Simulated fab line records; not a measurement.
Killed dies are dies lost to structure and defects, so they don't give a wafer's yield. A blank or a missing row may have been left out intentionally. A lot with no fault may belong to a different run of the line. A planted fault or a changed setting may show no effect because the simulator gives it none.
8D (eight disciplines) problem report, filled in by code    flow rit_cmos    the parts of the form that need people (team, actions taken, sign-off) are left out

## 1. WHAT WENT WRONG
run_length_s at RIT_GATE_CLEAN_04 reads a mean of 144.2 s on 6 wafers of 2 lots; wafers without a fault read 86.9 s with a standard deviation of 2.8. Relative to the usual mean, that is a shift of +20 standard deviations.
The step: cleans in dHF, time 60 s.
First observed at day 4 22:28: wafer L904.3, on wet_bench-03. At this step, 42 wafers from 14 lots have a number in the record. Rule for "out" (also "out of limits"): further than 4 standard deviations from the usual mean. Any other wafer with a number is counted as sound.

## 2. WHAT IT IS, AND WHAT IT ISN'T
question                     is                      is not
which readings at this step  run_length_s            -
which lots                   L904, L905              L892, L894, L895, L896, L898, L899, L906, L907, L911, L912, L913, L915
which wafers of those lots   all that have a number  -
read on which tools          wet_bench-03            wet_bench-01, wet_bench-04
when                         from day 4 22:28        up to then (18 sound wafers); but 18 sound wafers of L906, L907, L911, L912, L913, L915 came after

## 3. WHAT RULES OUT EACH SUSPECT
Counting: a tool stays on the suspect list if, at a process step up to the reading, it processed all lots that are out and no sound lot following the first of them.
- wet_bench-03 at RIT_GATE_CLEAN_04 (cleans in dHF, time 60 s): kept. Every lot that is out went through it, starting with L904 (day 4 22:28), and after that it ran no sound lot; the last sound lot it ran before then is L899 (day 3 20:49). Out on those wafers are its own readings of run_length_s.
The count leaves wet_bench-03 at RIT_GATE_CLEAN_04.

## 4. THE CAUSE (what the simulator had put in)
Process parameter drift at RIT_GATE_CLEAN_04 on wet_bench-03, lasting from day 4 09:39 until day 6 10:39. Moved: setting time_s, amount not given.
Only this tool survived the counting.

## 5. THE CHAIN OF EFFECTS, in route order
Each row: a reading whose mean over the struck wafers that have a number lies more than 3 standard deviations from the usual. Scope: only readings with a usual standard deviation given in the record; hours: median across lots of the time from each lot's start at the first step in this table that gives one to its start at this step; sigmas: change in usual standard deviations.
hours  step               reading       usual   on struck wafers  change  sigmas
0      RIT_GATE_CLEAN_04  run_length_s  86.9 s  144.2             +57.2   +20
It contains these process steps:
- RIT_GATE_CLEAN_04: cleans in dHF, time 60 s.

## 6. HOW IT WOULD HAVE BEEN CAUGHT EARLIER
13 hours passed between the start of the fault at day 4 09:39 and the first reading out of limits in this record, taken at day 4 22:28.
